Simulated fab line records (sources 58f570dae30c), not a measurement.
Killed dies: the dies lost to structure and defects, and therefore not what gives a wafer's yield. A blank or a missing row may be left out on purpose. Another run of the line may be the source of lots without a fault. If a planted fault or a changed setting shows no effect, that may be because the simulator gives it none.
Split-lot study :: flow berkeley cmos170 :: 23 wafers read across 5 lots, on a route 331 steps long

## SPLIT DETAILS
At UCB170_ACTIVE_PEB_11, the setting peb temp c was moved away from the recipe's 130 C on 6 of the 23 wafers read, by -1.1% to +1.8%. For the rest of the wafers, this setting stayed at what the recipe calls for.

## FROM THE SPLIT TO THE READING: what the file shows between them, 4 steps
- UCB170_ACTIVE_DEVELOP_12: develop time 45 s
- UCB170_ACTIVE_CD_MEAS_13: target cd 1200 nm
- UCB170_ACTIVE_ETCH_15: etches Si3N4 in CH3F/Ar/O2, stops on SiO2, target depth 242 nm, time 151 s
- UCB170_ACTIVE_STRIP_16: strips in O2

## THE READING
cd nm, in nm, at UCB170_ACTIVE_CD_MEAS_90 (target cd 1200 nm). On this fab line, fault-free wafers typically give 1200.9 nm with a standard deviation of 1.7 nm.

wafer: L075.2
tool, chamber at the split: litho track-01, 0
peb temp c as run, C: 130
against the recipe: recipe
cd nm, nm: 1199.4
against lot-mates on the recipe: -

wafer: L075.3
tool, chamber at the split: litho track-01, 0
peb temp c as run, C: 130
against the recipe: recipe
cd nm, nm: 1200.5
against lot-mates on the recipe: -

wafer: L075.4
tool, chamber at the split: litho track-01, 0
peb temp c as run, C: 130
against the recipe: recipe
cd nm, nm: 1198.8
against lot-mates on the recipe: -

wafer: L074.2
tool, chamber at the split: litho track-02, 0
peb temp c as run, C: 130
against the recipe: recipe
cd nm, nm: 1201.0
against lot-mates on the recipe: -

wafer: L074.3
tool, chamber at the split: litho track-02, 0
peb temp c as run, C: 132.3
against the recipe: +1.8%
cd nm, nm: 1187.8
against lot-mates on the recipe: -13.8

wafer: L074.4
tool, chamber at the split: litho track-02, 0
peb temp c as run, C: 130
against the recipe: recipe
cd nm, nm: 1202.4
against lot-mates on the recipe: -

wafer: L074.5
tool, chamber at the split: litho track-02, 0
peb temp c as run, C: 132.3
against the recipe: +1.8%
cd nm, nm: 1187.3
against lot-mates on the recipe: -14.3

wafer: L074.6
tool, chamber at the split: litho track-02, 0
peb temp c as run, C: 130
against the recipe: recipe
cd nm, nm: 1201.5
against lot-mates on the recipe: -

wafer: L078.1
tool, chamber at the split: litho track-04, 0
peb temp c as run, C: 130
against the recipe: recipe
cd nm, nm: 1197.7
against lot-mates on the recipe: -

wafer: L078.2
tool, chamber at the split: litho track-04, 0
peb temp c as run, C: 130
against the recipe: recipe
cd nm, nm: 1198.6
against lot-mates on the recipe: -

wafer: L078.3
tool, chamber at the split: litho track-04, 0
peb temp c as run, C: 130
against the recipe: recipe
cd nm, nm: 1199.1
against lot-mates on the recipe: -

wafer: L078.4
tool, chamber at the split: litho track-04, 0
peb temp c as run, C: 131.1
against the recipe: +0.8%
cd nm, nm: 1190.4
against lot-mates on the recipe: -8.1

wafer: L078.6
tool, chamber at the split: litho track-04, 0
peb temp c as run, C: 131.1
against the recipe: +0.8%
cd nm, nm: 1191.4
against lot-mates on the recipe: -7.1

wafer: L081.1
tool, chamber at the split: litho track-02, 0
peb temp c as run, C: 130
against the recipe: recipe
cd nm, nm: 1199.7
against lot-mates on the recipe: -

wafer: L081.2
tool, chamber at the split: litho track-02, 0
peb temp c as run, C: 130
against the recipe: recipe
cd nm, nm: 1198.7
against lot-mates on the recipe: -

wafer: L081.3
tool, chamber at the split: litho track-02, 0
peb temp c as run, C: 130
against the recipe: recipe
cd nm, nm: 1200.2
against lot-mates on the recipe: -

wafer: L081.4
tool, chamber at the split: litho track-02, 0
peb temp c as run, C: 130
against the recipe: recipe
cd nm, nm: 1201.5
against lot-mates on the recipe: -

wafer: L081.6
tool, chamber at the split: litho track-02, 0
peb temp c as run, C: 130
against the recipe: recipe
cd nm, nm: 1200.6
against lot-mates on the recipe: -

wafer: L080.1
tool, chamber at the split: litho track-01, 0
peb temp c as run, C: 128.6
against the recipe: -1.1%
cd nm, nm: 1211.6
against lot-mates on the recipe: +10.8

wafer: L080.2
tool, chamber at the split: litho track-01, 0
peb temp c as run, C: 130
against the recipe: recipe
cd nm, nm: 1201.8
against lot-mates on the recipe: -

wafer: L080.3
tool, chamber at the split: litho track-01, 0
peb temp c as run, C: 128.6
against the recipe: -1.1%
cd nm, nm: 1210.5
against lot-mates on the recipe: +9.7

wafer: L080.4
tool, chamber at the split: litho track-01, 0
peb temp c as run, C: 130
against the recipe: recipe
cd nm, nm: 1199.9
against lot-mates on the recipe: -

wafer: L080.5
tool, chamber at the split: litho track-01, 0
peb temp c as run, C: 130
against the recipe: recipe
cd nm, nm: 1200.7
against lot-mates on the recipe: -

FIT RESULTS
A straight line over all 23 wafers: cd nm changes by -8.41 nm for each +1% of peb temp c; r = -0.96; the points scatter about the line by 1.6 nm.
The same after taking each lot's own level away (the mean of its wafers on the recipe; 23 wafers): -8.51 nm for each +1%; r = -0.99; scatter 0.84 nm.
The reading moves by 15 nm for the largest change in peb temp c, on that fit.
Across the lots, their own levels run from 1198.47 to 1201.63 nm, a range of 1.9 times the standard deviation given above.
Hence the lot-to-lot level has little effect on the slope; both slopes agree.
Check: with one of the wafers moved furthest among these (+1.8%) left out of the fit, the line predicts -15.4 nm for it against its lot-mates. Against them it came out at -13.8 nm.

## THESE WAFERS: OTHER SPLITS
Note: prior to the reading, these wafers also went through further splits. Each is held against what the fit with the lots' levels taken away leaves over:
other split on the same wafers: UCB170_START_OXIDATION_02 temp c
wafers away from the commonest value: 10
r with cd nm (lot level and that fit taken away): -0.24

other split on the same wafers: UCB170_ZERO_COAT_01 spin rpm
wafers away from the commonest value: 10
r with cd nm (lot level and that fit taken away): +0.02

other split on the same wafers: UCB170_NWELL_IMPLANT_14 energy kev
wafers away from the commonest value: 9
r with cd nm (lot level and that fit taken away): -0.11

other split on the same wafers: UCB170_ACTIVE_COAT_08 spin rpm
wafers away from the commonest value: 11
r with cd nm (lot level and that fit taken away): -0.38

## THE WHOLE CHAIN: every reading that the file lists as answering this split, in the file's order
step: UCB170_ACTIVE_CD_MEAS_13
what it does: target cd 1200 nm
reading: cd nm
change (the file's fit): -8.63 nm for each +1% of the setting
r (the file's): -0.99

step: UCB170_ACTIVE_ETCH_15
what it does: etches Si3N4 in CH3F/Ar/O2, stops on SiO2, target depth 242 nm, time 151 s
reading: ACTIVE.cd nm (the simulator's own value, which no gauge read)
change (the file's fit): -8.55 nm for each +1% of the setting
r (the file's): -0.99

step: UCB170_ACTIVE_CD_MEAS_90
what it does: target cd 1200 nm
reading: cd nm
change (the file's fit): -8.46 nm for each +1% of the setting
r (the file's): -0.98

## FILE'S OWN FIT
cd nm changes by -8.46 nm for each +1% of peb temp c, r = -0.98.
